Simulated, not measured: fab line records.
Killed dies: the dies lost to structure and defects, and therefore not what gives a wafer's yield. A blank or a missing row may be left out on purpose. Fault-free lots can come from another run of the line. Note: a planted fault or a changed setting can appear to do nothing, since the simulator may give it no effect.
One fault seen from 2 desks -- flow berkeley cmos170 -- what lay behind the numbers comes last; until then each desk has only its own

AT THE TOOL OWNER'S DESK: rie diel-03
The tool's own readings at UCB170_SPACER_ETCHBACK_03 (etches SiO2 in CHF3/CF4/Ar, stops on Si, target depth 376 nm, time 100 s): means of the sampled wafers that have a number, for each lot that ran on this tool. Marked OUT: a lot whose mean sits more than 4 standard deviations from the usual mean, which makes it out of limits; the brackets give that distance.
Columns: A = drypump motor current A at UCB170_SPACER_ETCHBACK_03, usual 5.8 A; B = oes product au at UCB170_SPACER_ETCHBACK_03, usual 0.905 a.u.; C = run length s at UCB170_SPACER_ETCHBACK_03, usual 128.1 s; D = throttle valve pct at UCB170_SPACER_ETCHBACK_03, usual 6.51 %
lot,first seen here,A,B,C,D
L636,day 7 01:05,6.2,0.901,128.5,6.52
L651,day 9 20:48,6.3,0.997 (+6.5) OUT,103.2 (-49) OUT,6.54
L649,day 9 20:52,6.1,0.991 (+6.1) OUT,103.2 (-49) OUT,6.60
This desk's finding: out of limits on L649, L651; first on L651, day 9 20:48 (oes product au at UCB170_SPACER_ETCHBACK_03). L636: within limits.

METROLOGY DESK
What the gauges read for every lot (on any tool): the sampled wafers with a number, averaged. Marked OUT: a lot whose mean sits more than 4 standard deviations from the usual mean, which makes it out of limits; the brackets give that distance.
Columns: A = cd nm at UCB170_NLDD_CD_MEAS_06, usual 1200.1 nm; B = NLDD_OVL at UCB170_NLDD_OVL_MEAS_07, usual -4 nm; C = NLDD_TW at UCB170_NLDD_TW_MEAS_11, usual 2219; D = SPACER_TEOS_THK at UCB170_SPACER_THK_MEAS_01, usual 378 nm
lot,first seen here,A,B,C,D
L636,day 6 17:49,1200.3,-6,2225,376
L635,day 6 18:18,1198.9,-7,2225,375
L651,day 9 16:55,1201.7,-3,2230,377
L652,day 9 17:13,1200.7,-7,2224,380
L649,day 9 18:01,1200.0,6,2213,380
L655,day 10 10:34,1199.1,-13,2221,381
Result from this desk: across the 6 lots, nothing is out of limits.

BROUGHT TOGETHER
At day 9 20:48, on L649, L651, the tool owner's desk was in a position to raise an alarm.
Metrology desk: nothing out of limits seen.
The metrology desk holds a record of L649, L651, inside its limits.
Of the lots named, all ran UCB170_SPACER_ETCHBACK_03 on rie diel-03.

WHAT HAD BEEN PUT IN BY THE SIMULATOR
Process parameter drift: rie diel-03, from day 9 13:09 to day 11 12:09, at UCB170_SPACER_ETCHBACK_03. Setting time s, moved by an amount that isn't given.
Shown lots that were struck: L649, L651.
How many hours passed from the start of the fault until each desk's first out-of-limits reading: the tool owner's desk, 8.
